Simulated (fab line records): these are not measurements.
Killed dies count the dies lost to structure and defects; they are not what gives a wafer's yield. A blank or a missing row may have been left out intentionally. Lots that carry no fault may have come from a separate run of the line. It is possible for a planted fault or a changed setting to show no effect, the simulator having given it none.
Commonality check across tools || flow berkeley-cmos170 || 15 lots, 45 wafers sampled

== REASON IT WAS OPENED ==
Of 15 lots, 3 have the reading PLDD_RS flagged at UCB170_SDANNEAL_RS_MEAS_04. No-fault wafers: 1021.5 ohm/sq, standard deviation 3.
Rule: a lot is flagged when every wafer of it that has a number lies more than 4 standard deviations from that mean, or none has a number. The rest of the lots are taken to be sound.

{"lot": "L307", "measured": "day 7 01:08", "on": "film-metro-04", "PLDD_RS (ohm/sq), wafer by wafer": "1024.1 1022.1 1020.7", "flag": ""}
{"lot": "L306", "measured": "day 7 01:26", "on": "film-metro-01", "PLDD_RS (ohm/sq), wafer by wafer": "1019.3 1019.3 1016.3", "flag": ""}
{"lot": "L308", "measured": "day 7 10:26", "on": "film-metro-01", "PLDD_RS (ohm/sq), wafer by wafer": "1021.5 1025.9 1027.7", "flag": ""}
{"lot": "L310", "measured": "day 7 21:28", "on": "film-metro-01", "PLDD_RS (ohm/sq), wafer by wafer": "1016.6 1014.7 1015.8", "flag": ""}
{"lot": "L313", "measured": "day 8 06:38", "on": "film-metro-04", "PLDD_RS (ohm/sq), wafer by wafer": "1026.5 1025.2 1021.0", "flag": ""}
{"lot": "L319", "measured": "day 9 13:05", "on": "film-metro-01", "PLDD_RS (ohm/sq), wafer by wafer": "968.4 966.1 968.6", "flag": "FLAGGED"}
{"lot": "L318", "measured": "day 9 13:09", "on": "film-metro-02", "PLDD_RS (ohm/sq), wafer by wafer": "964.8 962.0 968.2", "flag": "FLAGGED"}
{"lot": "L320", "measured": "day 9 13:13", "on": "film-metro-04", "PLDD_RS (ohm/sq), wafer by wafer": "967.1 970.8 968.0", "flag": "FLAGGED"}
{"lot": "L323", "measured": "day 10 12:27", "on": "film-metro-02", "PLDD_RS (ohm/sq), wafer by wafer": "1019.2 1017.0 1015.9", "flag": ""}
{"lot": "L324", "measured": "day 10 12:46", "on": "film-metro-04", "PLDD_RS (ohm/sq), wafer by wafer": "1020.0 1020.5 1021.4", "flag": ""}
{"lot": "L325", "measured": "day 10 13:07", "on": "film-metro-01", "PLDD_RS (ohm/sq), wafer by wafer": "1016.6 1020.4 1021.1", "flag": ""}
{"lot": "L326", "measured": "day 10 13:20", "on": "film-metro-02", "PLDD_RS (ohm/sq), wafer by wafer": "1019.1 1018.5 1021.1", "flag": ""}
{"lot": "L328", "measured": "day 11 07:17", "on": "film-metro-01", "PLDD_RS (ohm/sq), wafer by wafer": "1017.6 1017.1 1021.4", "flag": ""}
{"lot": "L327", "measured": "day 11 07:20", "on": "film-metro-02", "PLDD_RS (ohm/sq), wafer by wafer": "1018.8 1024.1 1020.0", "flag": ""}
{"lot": "L329", "measured": "day 11 10:34", "on": "film-metro-01", "PLDD_RS (ohm/sq), wafer by wafer": "1017.9 1017.2 1019.4", "flag": ""}
The mean of the flagged lots' numbers is 967.1 ohm/sq, -54.4 ohm/sq from the usual (-18 standard deviations).

== EACH LOT AND THE TOOL IT RAN ON ==
3 process steps preceding the reading are held in the record, out of 331 steps in the route. Every cell lists first the tool, next ch and the chambers used by the sampled wafers, and last the start.
{"lot": "L307", "flag": "", "UCB170_NLDD_SOFTBAKE_02": "litho-track-04 ch 0, day 6 10:07", "UCB170_SPACER_ANNEAL_02": "furnace-01 ch 0, day 6 14:23", "UCB170_PSD_STRIP_09": "plasma-asher-01 ch 0,1, day 6 17:40"}
{"lot": "L306", "flag": "", "UCB170_NLDD_SOFTBAKE_02": "litho-track-01 ch 0, day 6 09:49", "UCB170_SPACER_ANNEAL_02": "furnace-01 ch 0, day 6 14:23", "UCB170_PSD_STRIP_09": "plasma-asher-02 ch 0,1, day 6 17:52"}
{"lot": "L308", "flag": "", "UCB170_NLDD_SOFTBAKE_02": "litho-track-04 ch 0, day 6 23:58", "UCB170_SPACER_ANNEAL_02": "furnace-04 ch 0, day 7 04:02", "UCB170_PSD_STRIP_09": "plasma-asher-03 ch 0,1, day 7 07:00"}
{"lot": "L310", "flag": "", "UCB170_NLDD_SOFTBAKE_02": "litho-track-02 ch 0, day 7 10:30", "UCB170_SPACER_ANNEAL_02": "furnace-04 ch 0, day 7 14:42", "UCB170_PSD_STRIP_09": "plasma-asher-01 ch 0,1, day 7 17:50"}
{"lot": "L313", "flag": "", "UCB170_NLDD_SOFTBAKE_02": "litho-track-02 ch 0, day 7 19:18", "UCB170_SPACER_ANNEAL_02": "furnace-01 ch 0, day 8 00:20", "UCB170_PSD_STRIP_09": "plasma-asher-03 ch 0,1, day 8 03:22"}
{"lot": "L319", "flag": "FLAGGED", "UCB170_NLDD_SOFTBAKE_02": "litho-track-04 ch 0, day 8 23:19", "UCB170_SPACER_ANNEAL_02": "furnace-01 ch 0, day 9 04:34", "UCB170_PSD_STRIP_09": "plasma-asher-02 ch 1, day 9 08:01"}
{"lot": "L318", "flag": "FLAGGED", "UCB170_NLDD_SOFTBAKE_02": "litho-track-01 ch 0, day 9 00:08", "UCB170_SPACER_ANNEAL_02": "furnace-01 ch 0, day 9 04:34", "UCB170_PSD_STRIP_09": "plasma-asher-01 ch 0,1, day 9 08:06"}
{"lot": "L320", "flag": "FLAGGED", "UCB170_NLDD_SOFTBAKE_02": "litho-track-04 ch 0, day 8 23:46", "UCB170_SPACER_ANNEAL_02": "furnace-01 ch 0, day 9 04:34", "UCB170_PSD_STRIP_09": "plasma-asher-02 ch 0,1, day 9 08:17"}
{"lot": "L323", "flag": "", "UCB170_NLDD_SOFTBAKE_02": "litho-track-04 ch 0, day 9 22:13", "UCB170_SPACER_ANNEAL_02": "furnace-02 ch 0, day 10 05:36", "UCB170_PSD_STRIP_09": "plasma-asher-02 ch 0,1, day 10 08:39"}
{"lot": "L324", "flag": "", "UCB170_NLDD_SOFTBAKE_02": "litho-track-04 ch 0, day 9 22:49", "UCB170_SPACER_ANNEAL_02": "furnace-02 ch 0, day 10 05:36", "UCB170_PSD_STRIP_09": "plasma-asher-01 ch 0,1, day 10 08:50"}
{"lot": "L325", "flag": "", "UCB170_NLDD_SOFTBAKE_02": "litho-track-04 ch 0, day 10 03:09", "UCB170_SPACER_ANNEAL_02": "furnace-02 ch 0, day 10 05:36", "UCB170_PSD_STRIP_09": "plasma-asher-03 ch 0,1, day 10 08:53"}
{"lot": "L326", "flag": "", "UCB170_NLDD_SOFTBAKE_02": "litho-track-01 ch 0, day 10 03:32", "UCB170_SPACER_ANNEAL_02": "furnace-02 ch 0, day 10 05:36", "UCB170_PSD_STRIP_09": "plasma-asher-02 ch 0,1, day 10 09:01"}
{"lot": "L328", "flag": "", "UCB170_NLDD_SOFTBAKE_02": "litho-track-02 ch 0, day 10 17:49", "UCB170_SPACER_ANNEAL_02": "furnace-02 ch 0, day 10 21:44", "UCB170_PSD_STRIP_09": "plasma-asher-01 ch 0,1, day 11 00:47"}
{"lot": "L327", "flag": "", "UCB170_NLDD_SOFTBAKE_02": "litho-track-01 ch 0, day 10 17:49", "UCB170_SPACER_ANNEAL_02": "furnace-02 ch 0, day 10 21:44", "UCB170_PSD_STRIP_09": "plasma-asher-02 ch 0,1, day 11 00:49"}
{"lot": "L329", "flag": "", "UCB170_NLDD_SOFTBAKE_02": "litho-track-02 ch 0, day 10 23:07", "UCB170_SPACER_ANNEAL_02": "furnace-04 ch 0, day 11 03:52", "UCB170_PSD_STRIP_09": "plasma-asher-01 ch 0,1, day 11 07:09"}
These steps, and what they do:
- UCB170_NLDD_SOFTBAKE_02: time 61.18 s.
- UCB170_SPACER_ANNEAL_02: time 1800 s.
- UCB170_PSD_STRIP_09: strips in O2.
- UCB170_SDANNEAL_RS_MEAS_04: measures by four-point-probe.

== FLAGGED AGAINST TOTAL, ONE TOOL AT A TIME (gauges that did the reading follow at the end) ==
{"step": "UCB170_NLDD_SOFTBAKE_02", "tool": "litho-track-01", "lots run": 4, "flagged": 1, "share of the flagged lots": "some", "sound lots run after its first flagged lot": "2 (L326,L327)"}
{"step": "UCB170_NLDD_SOFTBAKE_02", "tool": "litho-track-02", "lots run": 4, "flagged": 0, "share of the flagged lots": "none", "sound lots run after its first flagged lot": "-"}
{"step": "UCB170_NLDD_SOFTBAKE_02", "tool": "litho-track-04", "lots run": 7, "flagged": 2, "share of the flagged lots": "some", "sound lots run after its first flagged lot": "3 (L323,L324,L325)"}
{"step": "UCB170_SPACER_ANNEAL_02", "tool": "furnace-01", "lots run": 6, "flagged": 3, "share of the flagged lots": "all", "sound lots run after its first flagged lot": 0}
{"step": "UCB170_SPACER_ANNEAL_02", "tool": "furnace-02", "lots run": 6, "flagged": 0, "share of the flagged lots": "none", "sound lots run after its first flagged lot": "-"}
{"step": "UCB170_SPACER_ANNEAL_02", "tool": "furnace-04", "lots run": 3, "flagged": 0, "share of the flagged lots": "none", "sound lots run after its first flagged lot": "-"}
{"step": "UCB170_PSD_STRIP_09", "tool": "plasma-asher-01", "lots run": 6, "flagged": 1, "share of the flagged lots": "some", "sound lots run after its first flagged lot": "3 (L324,L328,L329)"}
{"step": "UCB170_PSD_STRIP_09", "tool": "plasma-asher-02", "lots run": 6, "flagged": 2, "share of the flagged lots": "some", "sound lots run after its first flagged lot": "3 (L323,L326,L327)"}
{"step": "UCB170_PSD_STRIP_09", "tool": "plasma-asher-03", "lots run": 3, "flagged": 0, "share of the flagged lots": "none", "sound lots run after its first flagged lot": "-"}
{"step": "UCB170_SDANNEAL_RS_MEAS_04", "tool": "film-metro-01", "lots run": 7, "flagged": 1, "share of the flagged lots": "some", "sound lots run after its first flagged lot": "3 (L325,L328,L329)"}
{"step": "UCB170_SDANNEAL_RS_MEAS_04", "tool": "film-metro-02", "lots run": 4, "flagged": 1, "share of the flagged lots": "some", "sound lots run after its first flagged lot": "3 (L323,L326,L327)"}
{"step": "UCB170_SDANNEAL_RS_MEAS_04", "tool": "film-metro-04", "lots run": 4, "flagged": 1, "share of the flagged lots": "some", "sound lots run after its first flagged lot": "1 (L324)"}

== WHAT IS ALLOWED BY THE TABLE ==
1 row of the table ran every flagged lot: furnace-01 at UCB170_SPACER_ANNEAL_02.
- furnace-01 at UCB170_SPACER_ANNEAL_02 ran 6 lots, 3 of them flagged. Last sound lot L313 at day 8 00:20, first flagged lot L318 at day 9 04:34; a fault beginning in between fits.
One tool is left: furnace-01 at UCB170_SPACER_ANNEAL_02.

== WHAT THE SIMULATOR HAD PUT IN ==
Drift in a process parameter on furnace-01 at UCB170_SPACER_ANNEAL_02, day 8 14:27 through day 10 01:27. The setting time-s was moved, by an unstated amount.
Struck lots among those shown: L319, L318, L320. This agrees with what the rule above found.
